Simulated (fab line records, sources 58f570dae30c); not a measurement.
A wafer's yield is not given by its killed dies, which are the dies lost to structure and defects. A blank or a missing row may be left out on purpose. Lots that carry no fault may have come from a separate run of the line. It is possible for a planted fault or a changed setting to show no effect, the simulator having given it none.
The same fault as seen by 2 desks + flow berkeleyCmos170 + each desk holds nothing but its own numbers, with what lay behind them at the end

## DESK OF THE TOOL OWNER: implanter-02
The tool's own readings at UCB170_NLDD_IMPLANT_09: means of the sampled wafers that have a number, for each lot that ran on this tool. Any lot whose mean is over 4 standard deviations away from the usual mean is out of limits and marked OUT; that distance is given in the brackets.
Columns: A = beamEnergyKeV at UCB170_NLDD_IMPLANT_09, usual 30.001; B = endStationPressureTorr at UCB170_NLDD_IMPLANT_09, usual 5.09e-06 Torr; C = rotationDeg at UCB170_NLDD_IMPLANT_09, usual 180.01 degrees
| lot  | first seen here | A                        | B        | C      |
|------|-----------------|--------------------------|----------|--------|
| L899 | day 9 08:06     | 30.001                   | 5.10e-06 | 180.00 |
| L905 | day 11 07:05    | 40.512 (+99 or more) OUT | 5.23e-06 | 180.03 |
| L911 | day 12 19:26    | 40.501 (+99 or more) OUT | 4.76e-06 | 180.03 |
This desk's finding: out of limits on L905, L911; first on L905, day 11 07:05 (beamEnergyKeV at UCB170_NLDD_IMPLANT_09). L899: within limits.

## FROM THE METROLOGY DESK
What the gauges read, lot by lot, whatever tool the lot ran on: means of the sampled wafers that have a number. Any lot whose mean is over 4 standard deviations away from the usual mean is out of limits and marked OUT; that distance is given in the brackets.
Columns: A = NLDD_TW at UCB170_NLDD_TW_MEAS_11, usual 2212; B = NLDD_RS at UCB170_SDANNEAL_RS_MEAS_05, usual 617.0 ohm/sq
| lot  | first seen here | A               | B               |
|------|-----------------|-----------------|-----------------|
| L891 | day 7 18:20     | 2214            | 620.6           |
| L889 | day 7 18:49     | 2180            | 617.4           |
| L893 | day 8 06:49     | 2212            | 616.6           |
| L894 | day 8 20:28     | 2194            | 619.4           |
| L899 | day 9 08:20     | 2221            | 616.5           |
| L897 | day 9 08:38     | 2214            | 617.4           |
| L898 | day 9 09:05     | 2188            | 617.8           |
| L901 | day 10 00:18    | 2223            | 619.5           |
| L900 | day 10 01:06    | 2217            | 618.4           |
| L906 | day 11 07:14    | 2218            | 614.5           |
| L905 | day 11 07:20    | 2301 (+5.6) OUT | 577.9 (-23) OUT |
| L907 | day 11 17:00    | 2229            | 614.4           |
| L911 | day 12 19:39    | 2324 (+7.0) OUT | 578.2 (-23) OUT |
| L910 | day 12 19:46    | 2200            | 617.1           |
Per this desk, out of limits: L905, L911; the first was L905, day 11 07:20 (NLDD_TW at UCB170_NLDD_TW_MEAS_11). L891, L889, L893, L894, L899, L897, L898, L901, L900, L906, L907, L910: within limits.

## TAKEN TOGETHER
On L905, L911, at day 11 07:05, an alarm was possible from the tool owner's desk.
Metrology desk: alarm possible at day 11 07:20 on L905, L911.
Of the lots named, all ran UCB170_NLDD_IMPLANT_09 on implanter-02.

## WHAT THE SIMULATOR PUT IN
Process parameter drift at UCB170_NLDD_IMPLANT_09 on implanter-02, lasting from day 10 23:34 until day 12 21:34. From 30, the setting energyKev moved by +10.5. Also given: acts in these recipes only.
Shown lots that were struck: L905, L911.
Hours from the fault's start to each desk's first reading out of limits: the tool owner's desk, 8; the metrology desk, 8.
